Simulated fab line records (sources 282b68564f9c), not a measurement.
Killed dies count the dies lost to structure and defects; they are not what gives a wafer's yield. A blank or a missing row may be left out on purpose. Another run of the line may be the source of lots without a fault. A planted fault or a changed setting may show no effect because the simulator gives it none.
Check of tool commonality || flow ritCmos || Sample size 16 lots and 60 wafers

REASON IT WAS OPENED
RIT_PLDD_OVL_MEAS_06, reading PLDD_OVL: flagged on 4 of 16 lots. No-fault wafers: 0.8 nm, standard deviation 1.8.
Rule: a lot is flagged in two cases, either no wafer of it has a number, or all its wafers with numbers fall more than 4 standard deviations from that mean. All remaining lots are regarded as sound.

{"lot": "L444", "measured": "day 3 05:33", "on": "overlay-02", "PLDD_OVL (nm), wafer by wafer": "2.3 2.8 2.6", "flag": ""}
{"lot": "L445", "measured": "day 3 14:05", "on": "overlay-01", "PLDD_OVL (nm), wafer by wafer": "1.8 2.2 2.1", "flag": ""}
{"lot": "L447", "measured": "day 3 22:16", "on": "overlay-01", "PLDD_OVL (nm), wafer by wafer": "1.3 1.6 2.7", "flag": ""}
{"lot": "L448", "measured": "day 4 00:17", "on": "overlay-01", "PLDD_OVL (nm), wafer by wafer": "-0.6 0.2 0.0", "flag": ""}
{"lot": "L449", "measured": "day 4 02:52", "on": "overlay-02", "PLDD_OVL (nm), wafer by wafer": "2.4 2.4 2.7", "flag": ""}
{"lot": "L450", "measured": "day 4 11:01", "on": "overlay-01", "PLDD_OVL (nm), wafer by wafer": "1.7 1.5 0.7", "flag": ""}
{"lot": "L452", "measured": "day 4 21:22", "on": "overlay-01", "PLDD_OVL (nm), wafer by wafer": "-2.5 -3.3 -2.4", "flag": ""}
{"lot": "L454", "measured": "day 5 05:52", "on": "overlay-01", "PLDD_OVL (nm), wafer by wafer": "-1.3 -2.7 -1.4", "flag": ""}
{"lot": "L455", "measured": "day 5 11:45", "on": "overlay-02", "PLDD_OVL (nm), wafer by wafer": "4.5 3.6 5.3", "flag": ""}
{"lot": "L456", "measured": "day 5 12:49", "on": "overlay-01", "PLDD_OVL (nm), wafer by wafer": "130.7 132.5 131.2 129.8 131.2 129.9", "flag": "FLAGGED"}
{"lot": "L457", "measured": "day 5 16:29", "on": "overlay-02", "PLDD_OVL (nm), wafer by wafer": "131.1 131.7 133.0 130.3 131.0 131.5", "flag": "FLAGGED"}
{"lot": "L458", "measured": "day 6 00:14", "on": "overlay-01", "PLDD_OVL (nm), wafer by wafer": "131.4 130.5 132.3 130.1 129.1 130.4", "flag": "FLAGGED"}
{"lot": "L459", "measured": "day 6 07:43", "on": "overlay-02", "PLDD_OVL (nm), wafer by wafer": "131.9 130.9 132.0 131.3 129.5 130.9", "flag": "FLAGGED"}
{"lot": "L463", "measured": "day 6 22:53", "on": "overlay-02", "PLDD_OVL (nm), wafer by wafer": "-2.3 -1.7 -2.3", "flag": ""}
{"lot": "L465", "measured": "day 7 08:20", "on": "overlay-01", "PLDD_OVL (nm), wafer by wafer": "0.6 -0.4 0.2", "flag": ""}
{"lot": "L467", "measured": "day 7 20:22", "on": "overlay-02", "PLDD_OVL (nm), wafer by wafer": "0.3 -0.1 0.0", "flag": ""}
On average the flagged lots' numbers are 131.0 nm, which is +130.2 nm against the usual, or +72 standard deviations.

WHICH TOOL EACH LOT WENT THROUGH
Before the reading, the record contains 2 process steps out of a 202-step route. Each cell gives the tool, then ch followed by the chambers the sampled wafers passed through, then the start.
{"lot": "L444", "flag": "", "RIT_PRETRO_STRIP_09": "plasmaAsher-02 ch 0,1, day 2 14:38", "RIT_PLDD_EXPOSE_03": "ilineStepper-02 ch 0, day 3 05:10"}
{"lot": "L445", "flag": "", "RIT_PRETRO_STRIP_09": "plasmaAsher-03 ch 0,1, day 2 19:22", "RIT_PLDD_EXPOSE_03": "ilineStepper-02 ch 0, day 3 13:41"}
{"lot": "L447", "flag": "", "RIT_PRETRO_STRIP_09": "plasmaAsher-03 ch 0,1, day 3 03:53", "RIT_PLDD_EXPOSE_03": "ilineStepper-02 ch 0, day 3 21:52"}
{"lot": "L448", "flag": "", "RIT_PRETRO_STRIP_09": "plasmaAsher-03 ch 0,1, day 3 08:46", "RIT_PLDD_EXPOSE_03": "ilineStepper-01 ch 0, day 3 23:55"}
{"lot": "L449", "flag": "", "RIT_PRETRO_STRIP_09": "plasmaAsher-01 ch 1, day 3 11:43", "RIT_PLDD_EXPOSE_03": "ilineStepper-02 ch 0, day 4 02:16"}
{"lot": "L450", "flag": "", "RIT_PRETRO_STRIP_09": "plasmaAsher-02 ch 0,1, day 3 19:23", "RIT_PLDD_EXPOSE_03": "ilineStepper-02 ch 0, day 4 10:37"}
{"lot": "L452", "flag": "", "RIT_PRETRO_STRIP_09": "plasmaAsher-02 ch 0,1, day 4 08:35", "RIT_PLDD_EXPOSE_03": "ilineStepper-02 ch 0, day 4 20:58"}
{"lot": "L454", "flag": "", "RIT_PRETRO_STRIP_09": "plasmaAsher-02 ch 0,1, day 4 13:41", "RIT_PLDD_EXPOSE_03": "ilineStepper-01 ch 0, day 5 05:26"}
{"lot": "L455", "flag": "", "RIT_PRETRO_STRIP_09": "plasmaAsher-01 ch 0,1, day 4 18:42", "RIT_PLDD_EXPOSE_03": "ilineStepper-02 ch 0, day 5 11:21"}
{"lot": "L456", "flag": "FLAGGED", "RIT_PRETRO_STRIP_09": "plasmaAsher-01 ch 0,1, day 4 23:05", "RIT_PLDD_EXPOSE_03": "ilineStepper-02 ch 0, day 5 12:27"}
{"lot": "L457", "flag": "FLAGGED", "RIT_PRETRO_STRIP_09": "plasmaAsher-01 ch 1, day 5 03:14", "RIT_PLDD_EXPOSE_03": "ilineStepper-02 ch 0, day 5 16:06"}
{"lot": "L458", "flag": "FLAGGED", "RIT_PRETRO_STRIP_09": "plasmaAsher-02 ch 0,1, day 5 09:32", "RIT_PLDD_EXPOSE_03": "ilineStepper-02 ch 0, day 5 23:50"}
{"lot": "L459", "flag": "FLAGGED", "RIT_PRETRO_STRIP_09": "plasmaAsher-03 ch 0,1, day 5 19:14", "RIT_PLDD_EXPOSE_03": "ilineStepper-02 ch 0, day 6 07:19"}
{"lot": "L463", "flag": "", "RIT_PRETRO_STRIP_09": "plasmaAsher-01 ch 0,1, day 6 08:08", "RIT_PLDD_EXPOSE_03": "ilineStepper-01 ch 0, day 6 22:14"}
{"lot": "L465", "flag": "", "RIT_PRETRO_STRIP_09": "plasmaAsher-02 ch 0,1, day 6 17:23", "RIT_PLDD_EXPOSE_03": "ilineStepper-01 ch 0, day 7 07:56"}
{"lot": "L467", "flag": "", "RIT_PRETRO_STRIP_09": "plasmaAsher-02 ch 0,1, day 7 04:29", "RIT_PLDD_EXPOSE_03": "ilineStepper-01 ch 0, day 7 19:59"}
What is done by these steps:
- RIT_PRETRO_STRIP_09: strips in O2, time 180 s.
- RIT_PLDD_EXPOSE_03: exposes mask M8, target cd 40900 nm.
- RIT_PLDD_OVL_MEAS_06

FLAGGED AGAINST TOTAL, ONE TOOL AT A TIME (gauges that did the reading follow at the end)
{"step": "RIT_PRETRO_STRIP_09", "tool": "plasmaAsher-01", "lots run": 5, "flagged": 2, "share of the flagged lots": "some", "sound lots run after its first flagged lot": "1 (L463)"}
{"step": "RIT_PRETRO_STRIP_09", "tool": "plasmaAsher-02", "lots run": 7, "flagged": 1, "share of the flagged lots": "some", "sound lots run after its first flagged lot": "2 (L465,L467)"}
{"step": "RIT_PRETRO_STRIP_09", "tool": "plasmaAsher-03", "lots run": 4, "flagged": 1, "share of the flagged lots": "some", "sound lots run after its first flagged lot": 0}
{"step": "RIT_PLDD_EXPOSE_03", "tool": "ilineStepper-01", "lots run": 5, "flagged": 0, "share of the flagged lots": "none", "sound lots run after its first flagged lot": "-"}
{"step": "RIT_PLDD_EXPOSE_03", "tool": "ilineStepper-02", "lots run": 11, "flagged": 4, "share of the flagged lots": "all", "sound lots run after its first flagged lot": 0}
{"step": "RIT_PLDD_OVL_MEAS_06", "tool": "overlay-01", "lots run": 9, "flagged": 2, "share of the flagged lots": "some", "sound lots run after its first flagged lot": "1 (L465)"}
{"step": "RIT_PLDD_OVL_MEAS_06", "tool": "overlay-02", "lots run": 7, "flagged": 2, "share of the flagged lots": "some", "sound lots run after its first flagged lot": "2 (L463,L467)"}

THE TABLE: WHAT IT ALLOWS
In the table, 1 row covers all flagged lots: ilineStepper-02 at RIT_PLDD_EXPOSE_03.
- ilineStepper-02 at RIT_PLDD_EXPOSE_03: 4 of its 11 lots flagged. Last sound lot L455 at day 5 11:21, first flagged lot L456 at day 5 12:27; a fault beginning in between fits.
Left over: one tool, ilineStepper-02 at RIT_PLDD_EXPOSE_03.

WHAT THE SIMULATOR HAD INSERTED
Scanner matching overlay: ilineStepper-02, from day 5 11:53 on, at RIT_PLDD_EXPOSE_03. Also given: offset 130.
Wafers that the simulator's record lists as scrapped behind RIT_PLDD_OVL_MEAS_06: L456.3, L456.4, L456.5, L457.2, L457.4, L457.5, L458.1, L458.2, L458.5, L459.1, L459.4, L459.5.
Shown lots that were struck: L456, L457, L458, L459. This agrees with what the rule above found.
